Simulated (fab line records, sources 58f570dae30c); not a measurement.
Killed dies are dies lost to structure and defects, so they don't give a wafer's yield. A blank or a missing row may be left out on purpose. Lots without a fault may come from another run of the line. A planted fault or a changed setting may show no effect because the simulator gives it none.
Which tool did it? | flow berkeley_cmos170 | 7 lots, 21 wafers sampled, at 4 steps of a route of 331

WHAT THE GAUGES READ, wafer by wafer
UCB170_V2_THK_MEAS_01.
lot  | measured     | on            | V2_TEOS_THK (nm)
L642 | day 7 12:33  | film_metro-02 | 1977 2023 2033
L643 | day 8 03:08  | film_metro-01 | 1977 1977 2004
L647 | day 9 01:34  | film_metro-02 | 1944 1983 2001
L648 | day 9 11:23  | film_metro-01 | 1991 1980 2000
L651 | day 9 22:35  | film_metro-02 | 1974 2001 2007
L654 | day 11 07:49 | film_metro-01 | 2002 1997 1989
L663 | day 12 06:17 | film_metro-01 | 1982 2221 2043

WHICH TOOL RAN EACH LOT (tool, then ch and the chambers of the sampled wafers, then the start)
lot  | UCB170_V1_STRIP_15                   | UCB170_M2_STRIP_19                   | UCB170_V2_CVD_00
L642 | plasma_asher-03 ch 0,1, day 7 09:30  | plasma_asher-02 ch 0,1, day 7 12:11  | pecvd-04 ch 1,2, day 7 12:23
L643 | plasma_asher-03 ch 0,1, day 7 23:31  | plasma_asher-04 ch 0,1, day 8 02:41  | pecvd-02 ch 2, day 8 02:54
L647 | plasma_asher-01 ch 0,1, day 8 22:33  | plasma_asher-04 ch 1, day 9 01:11    | pecvd-02 ch 0,1,2, day 9 01:24
L648 | plasma_asher-04 ch 0,1, day 9 08:24  | plasma_asher-02 ch 0,1, day 9 11:01  | pecvd-01 ch 0,2, day 9 11:14
L651 | plasma_asher-01 ch 0,1, day 9 19:35  | plasma_asher-04 ch 0,1, day 9 22:13  | pecvd-01 ch 0,1,2, day 9 22:26
L654 | plasma_asher-03 ch 0,1, day 11 02:52 | plasma_asher-01 ch 0,1, day 11 07:26 | pecvd-02 ch 0,1,2, day 11 07:39
L663 | plasma_asher-04 ch 0,1, day 12 02:32 | plasma_asher-01 ch 0,1, day 12 05:56 | pecvd-02 ch 0,1, day 12 06:07
- UCB170_V1_STRIP_15: strips in O2.
- UCB170_M2_STRIP_19: strips in O2.
- UCB170_V2_CVD_00: deposits SiO2 from TEOS/O2, target thk 2000 nm, time 250 s.

THE ANSWER, worked out from the rows above alone
Rule: what is usual is taken from the lots themselves. Put in order of their means at a reading, lots are off if they are a third of the lots or fewer, leave a main group of 4 or more, and stand apart from it by a gap of 3 or more times the standard deviation of the main group's means; of several such gaps the widest counts. A main group whose means are all the same, to the digits that the tables above print for the reading, isn't used. A lot without any number at a reading at which 4 lots or more have one is off too. The other lots that the step has rows for count as sound.
Off: L663, at UCB170_V2_THK_MEAS_01 (V2_TEOS_THK). The main group: mean 1992 nm, standard deviation 11.
A tool fits if, at a process step before that reading, it ran every lot that is off, and no sound lot after the first of them. The gauges at UCB170_V2_THK_MEAS_01 are tried like those tools. Can't be told from this: 4 tools fit, plasma_asher-04 at UCB170_V1_STRIP_15, plasma_asher-01 at UCB170_M2_STRIP_19, pecvd-02 at UCB170_V2_CVD_00, film_metro-01 at UCB170_V2_THK_MEAS_01.

WHAT THE SIMULATOR HAD PUT IN
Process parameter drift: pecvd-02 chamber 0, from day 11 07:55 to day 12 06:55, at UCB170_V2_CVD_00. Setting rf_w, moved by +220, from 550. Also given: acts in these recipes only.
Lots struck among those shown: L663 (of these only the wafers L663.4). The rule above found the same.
